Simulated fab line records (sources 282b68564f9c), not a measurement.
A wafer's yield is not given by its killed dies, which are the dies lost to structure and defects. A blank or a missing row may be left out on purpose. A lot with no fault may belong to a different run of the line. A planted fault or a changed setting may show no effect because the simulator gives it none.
Problem report, 8D (eight disciplines) form, completed by code | flow rit cmos | the parts of the form that need people (team, actions taken, sign-off) are left out

1. THE ISSUE
At RIT_PLDD_IMPLANT_08, beam energy keV averages 20.215 over 6 wafers from 2 lots, while fault-free wafers read 19.999, standard deviation 0.006. That is +36 standard deviations from the usual mean.
The first sign was on wafer L488.1 at day 5 01:18, on implanter-02. The record has a number at this step for 18 wafers belonging to 6 lots. By rule, "out" or "out of limits" means more than 4 standard deviations away from the usual mean. The other wafers with a number count as sound.

2. WHAT IT IS, WHAT IT ISN'T
question                    | is                     | is not
which readings at this step | beam energy keV        | -
which lots                  | L488, L493             | L478, L486, L487, L498
which wafers of those lots  | all that have a number | -
read on which tools         | implanter-02           | implanter-01, implanter-03
when                        | from day 5 01:18       | up to then (9 sound wafers); but 3 sound wafers of L498 came after

3. THE SUSPECTS, EACH WITH WHAT RULES IT OUT
Counting: a tool at a process step up to the reading stays a suspect if it ran every lot that is out and no sound lot after the first of them.
- implanter-02 at RIT_PLDD_IMPLANT_08: kept. It ran every lot that is out, first L488 (day 5 01:18), and no sound lot after that; its last sound lot up to then is L486 (day 4 12:28). On those wafers its own readings are out: beam energy keV.
Remaining after the count: implanter-02 at RIT_PLDD_IMPLANT_08.

4. THE CAUSE (what the simulator had put in)
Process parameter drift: implanter-02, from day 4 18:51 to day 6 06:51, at RIT_PLDD_IMPLANT_08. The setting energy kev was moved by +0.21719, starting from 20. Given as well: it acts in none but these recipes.
Counting left only this tool.

5. SEQUENCE OF EFFECTS, ordered by route
Each row: a reading where the mean over the struck wafers with a number is more than 3 standard deviations away from the usual. Only readings whose record carries a usual standard deviation are examined. hours: median over the lots of the time between each lot's start at the first step of this table that gives one and its start at this step. sigmas: the change, counted in usual standard deviations.
hours | step                | reading         | usual  | on struck wafers | change | sigmas
0     | RIT_PLDD_IMPLANT_08 | beam energy keV | 19.999 | 20.215           | +0.216 | +36
Here are the process steps it includes:
- RIT_PLDD_IMPLANT_08

6. WHAT WOULD HAVE CAUGHT IT SOONER
In this record no reading fell out of limits until day 5 01:18, 6 hours after the fault had begun at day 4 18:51.
